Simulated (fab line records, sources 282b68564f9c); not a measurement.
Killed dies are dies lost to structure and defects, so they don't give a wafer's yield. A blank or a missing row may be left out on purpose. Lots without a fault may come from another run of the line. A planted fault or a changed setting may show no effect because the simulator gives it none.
Which tool did it? | flow rit_cmos | 11 lots, 33 wafers sampled, at 2 steps of a route of 202

WHAT THE GAUGES READ, wafer by wafer
RIT_M1_RS_MEAS_01: measures by four-point-probe.
lot  | measured    | on            | M1_AL_RS (ohm/sq)
L494 | day 3 04:31 | film_metro-02 | 0.0729 0.0733 0.0733
L495 | day 3 09:25 | film_metro-03 | 0.0736 0.0740 0.0736
L496 | day 3 15:49 | film_metro-03 | 0.0728 0.0731 0.0728
L497 | day 3 20:52 | film_metro-02 | 0.0736 0.0732 0.0731
L498 | day 4 02:31 | film_metro-01 | 0.0716 0.0723 0.0718
L499 | day 4 07:12 | film_metro-01 | 0.0733 0.0744 0.0736
L500 | day 4 10:16 | film_metro-03 | 0.0730 0.0740 0.0738
L501 | day 4 16:44 | film_metro-02 | 0.0736 0.0740 0.0739
L507 | day 5 23:20 | film_metro-02 | 0.0739 0.0609 0.0728 0.0740 0.0611 0.0729
L515 | day 7 17:44 | film_metro-02 | 0.0731 0.0729 0.0734
L517 | day 8 02:37 | film_metro-02 | 0.0727 0.0726 0.0725

WHICH TOOL RAN EACH LOT (tool, then ch and the chambers of the sampled wafers, then the start)
lot  | RIT_M1_SPUTTER_00
L494 | pvd_sputter-04, day 3 04:13
L495 | pvd_sputter-04, day 3 09:05
L496 | pvd_sputter-03, day 3 15:32
L497 | pvd_sputter-04, day 3 20:34
L498 | pvd_sputter-04, day 4 02:13
L499 | pvd_sputter-03, day 4 06:52
L500 | pvd_sputter-04, day 4 09:59
L501 | pvd_sputter-04, day 4 16:24
L507 | pvd_sputter-04, day 5 23:01
L515 | pvd_sputter-01, day 7 17:25
L517 | pvd_sputter-03, day 8 02:18
- RIT_M1_SPUTTER_00: material Al, target thk 400 nm, time 500 s.

THE ANSWER, worked out from the rows above alone
Rule: what is usual is taken from the lots themselves. Put in order of their means at a reading, lots are off if they are a third of the lots or fewer, leave a main group of 4 or more, and stand apart from it by a gap of 3 or more times the standard deviation of the main group's means; of several such gaps the widest counts. A main group whose means are all the same, to the digits that the tables above print for the reading, isn't used. A lot without any number at a reading at which 4 lots or more have one is off too. The other lots that the step has rows for count as sound.
Off: L507, at RIT_M1_RS_MEAS_01 (M1_AL_RS). The main group: mean 0.0732 ohm/sq, standard deviation 0.00058.
A tool fits if, at a process step before that reading, it ran every lot that is off, and no sound lot after the first of them. The gauges at RIT_M1_RS_MEAS_01 are tried like those tools. One fits: pvd_sputter-04 at RIT_M1_SPUTTER_00. Its last sound lot is L501 (day 4 16:24), its first lot that is off L507 (day 5 23:01): a fault that began between those two fits.

WHAT THE SIMULATOR HAD PUT IN
Process parameter drift: pvd_sputter-04, from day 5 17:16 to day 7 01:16, at RIT_M1_SPUTTER_00. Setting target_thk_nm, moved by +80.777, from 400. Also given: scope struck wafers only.
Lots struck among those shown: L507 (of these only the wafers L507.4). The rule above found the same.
